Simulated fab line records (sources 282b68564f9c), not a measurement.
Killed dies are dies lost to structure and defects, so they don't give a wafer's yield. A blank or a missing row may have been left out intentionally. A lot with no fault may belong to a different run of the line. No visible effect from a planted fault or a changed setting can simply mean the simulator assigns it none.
Comparing a struck lot with a sound one :: flow rit_cmos :: 15 out of 202 route steps
Sound: the wafers L183.3, L183.5, L183.6. Wafers L189.1, L189.3, L189.4 were the ones struck. At the end, the cause is stated.
Per side, at each step with rows, come the tool, then ch with its chambers, and then its first start. Under that, the readings that differ: sound wafers :: struck wafers :: difference of the means :: sigmas: that difference in standard deviations of wafers without a fault.
alike: readings whose means differ by less than 2 such deviations, and words and numbers that are the same on both sides. not compared: withheld readings, readings that some wafer has no value for, bounds like >300 that may hide the same value, and numbers for which the record gives no deviation and whose values overlap.
Wherever a step has rows on one side only, a row that says differs or no value, or a row with sigmas, the two part there. Numbers that don't overlap but have no deviation are shown without sigmas and don't part them. A reading missing from all wafers of one side parts the sides only when that side holds two or more wafers.

first, 2 steps without rows for these wafers: RIT_PLDD_HARDBAKE_07 (time 60 s); RIT_PLDD_IMPLANT_08.
RIT_PLDD_STRIP_09: strips in O2, time 180 s.
  sound on plasma_asher-02 ch 0,1, day 3 20:14; struck on plasma_asher-03 ch 0,1, day 5 04:03
  alike: chamber_pressure_mTorr, drypump_motor_current_A
  not compared: rf_hours_counter_h
RIT_PLDD_TW_MEAS_10:
  sound on film_metro-01 at day 3 20:23; struck on film_metro-01 at day 5 04:13
  alike: PLDD_TW
then, 4 steps without rows for these wafers: RIT_SPACER_CLEAN_00 (cleans in SC1, time 600 s); RIT_SPACER_CLEAN_01 (cleans in dHF, time 30 s); RIT_SPACER_CLEAN_02 (cleans in SC2, time 600 s); RIT_SPACER_CVD_03 (deposits Si3N4 from SiH2Cl2/NH3, target thk 250 nm, time 3300 s).
RIT_SPACER_THK_MEAS_04:
  sound on film_metro-03 at day 3 22:46; struck on film_metro-01 at day 5 06:36
  alike: SPACER_NITRIDE_THK
RIT_SPACER_ETCHBACK_05: etches Si3N4 in SF6/CHF3, stops on SiO2, target depth 250 nm, time 240 s.
  sound on rie_diel-02 ch 2,3, day 3 22:49; struck on rie_diel-02 ch 2,3, day 5 06:40
  alike: chamber_pressure_mTorr, drypump_motor_current_A, oes_product_au, throttle_valve_pct
  not compared: rf_hours_counter_h
then, 2 steps without rows for these wafers: RIT_NSD_HMDS_00 (prime time 60 s); RIT_NSD_COAT_01 (resist thk 1000 nm).
RIT_NSD_SOFTBAKE_02: time 60 s.
  sound on litho_track-01 ch 0, day 3 23:19; struck on litho_track-01 ch 0, day 5 07:07
reading: heater_power_total_W (W)
sound: 34.59 34.58 34.53
struck: 35.10 35.22 35.27
difference: +0.63
sigmas: +11

reading: plate_temp_C (C)
sound: 89.86 89.72 89.85
struck: 91.08 91.16 91.03
difference: +1.28
sigmas: +11
then, 1 step without rows for these wafers: RIT_NSD_EXPOSE_03 (exposes mask M9, target cd 40700 nm).
RIT_M1_PROBE_99:
  the record has rows for the sound wafers here (prober-01, day 4 12:40) and none for the struck ones

## WHERE THEY PART
Earliest at RIT_NSD_SOFTBAKE_02; latest, in this record, at RIT_M1_PROBE_99.

WHY: what had been put in by the simulator
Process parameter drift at RIT_NSD_SOFTBAKE_02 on litho_track-01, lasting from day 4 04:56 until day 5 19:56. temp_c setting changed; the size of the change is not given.
